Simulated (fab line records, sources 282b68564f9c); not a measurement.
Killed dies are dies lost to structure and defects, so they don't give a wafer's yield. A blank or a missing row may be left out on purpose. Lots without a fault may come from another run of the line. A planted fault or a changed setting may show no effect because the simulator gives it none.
A struck lot beside a sound one | flow rit_cmos | 15 steps out of a route of 202
Sound: wafers L917.3, L917.4, L917.5. Struck: wafers L922.1, L922.3, L922.6. The cause comes at the end.
At each step with rows: each side's tool, then ch and its chambers, then its first start. Under that, the readings that differ: sound wafers | struck wafers | difference of the means | sigmas: that difference in standard deviations of wafers without a fault.
alike: readings whose means differ by less than 2 such deviations, and words and numbers that are the same on both sides. not compared: withheld readings, readings that some wafer has no value for, bounds like >300 that may hide the same value, and numbers for which the record gives no deviation and whose values overlap.
The two part at a step that has a row with sigmas, a row that says differs or no value, or rows on one side only. Numbers that don't overlap but have no deviation are shown without sigmas and don't part them. A reading that every wafer of one side lacks parts them only if that side has two wafers or more.

first, 1 step without rows for these wafers: RIT_PLDD_IMPLANT_08.
RIT_PLDD_STRIP_09: strips in O2, time 180 s.
  sound on plasma_asher-04 ch 0,1, day 2 21:34; struck on plasma_asher-03 ch 1, day 3 22:17
  alike: drypump_motor_current_A
  not compared: rf_hours_counter_h
RIT_PLDD_TW_MEAS_10:
  sound on film_metro-04, day 2 21:42; struck on film_metro-01, day 3 22:28
  alike: PLDD_TW
then, 4 steps without rows for these wafers: RIT_SPACER_CLEAN_00 (cleans in SC1, time 600 s); RIT_SPACER_CLEAN_01 (cleans in dHF, time 30 s); RIT_SPACER_CLEAN_02 (cleans in SC2, time 600 s); RIT_SPACER_CVD_03 (deposits Si3N4 from SiH2Cl2/NH3, target thk 250 nm, time 3300 s).
RIT_SPACER_THK_MEAS_04:
  sound on film_metro-04, day 3 00:03; struck on film_metro-01, day 4 00:48
  alike: SPACER_NITRIDE_THK
RIT_SPACER_ETCHBACK_05: etches Si3N4 in SF6/CHF3, stops on SiO2, target depth 250 nm, time 240 s.
  sound on rie_diel-03 ch 0,1,2, day 3 00:05; struck on rie_diel-04 ch 0,1, day 4 00:52
  alike: drypump_motor_current_A, oes_product_au, throttle_valve_pct
  not compared: rf_hours_counter_h
then, 3 steps without rows for these wafers: RIT_NSD_HMDS_00 (prime time 60 s); RIT_NSD_COAT_01 (resist thk 1000 nm); RIT_NSD_SOFTBAKE_02 (time 60 s).
RIT_NSD_EXPOSE_03: exposes mask M9, target cd 40700 nm.
  sound on iline_stepper-02 ch 0, day 3 00:44; struck on iline_stepper-02 ch 0, day 4 01:35
  reading | sound          | struck                  | difference | sigmas
  mask    | M9#0 M9#0 M9#0 | M9_R1#0 M9_R1#0 M9_R1#0 | differs    |
then, 1 step without rows for these wafers: RIT_NSD_PEB_04.
RIT_M1_PROBE_99:
  the record has rows for the struck wafers here (prober-02, day 4 12:01) and none for the sound ones

WHERE THEY PART
First at RIT_NSD_EXPOSE_03; last, within this record, at RIT_M1_PROBE_99.

WHY: what the simulator had put in
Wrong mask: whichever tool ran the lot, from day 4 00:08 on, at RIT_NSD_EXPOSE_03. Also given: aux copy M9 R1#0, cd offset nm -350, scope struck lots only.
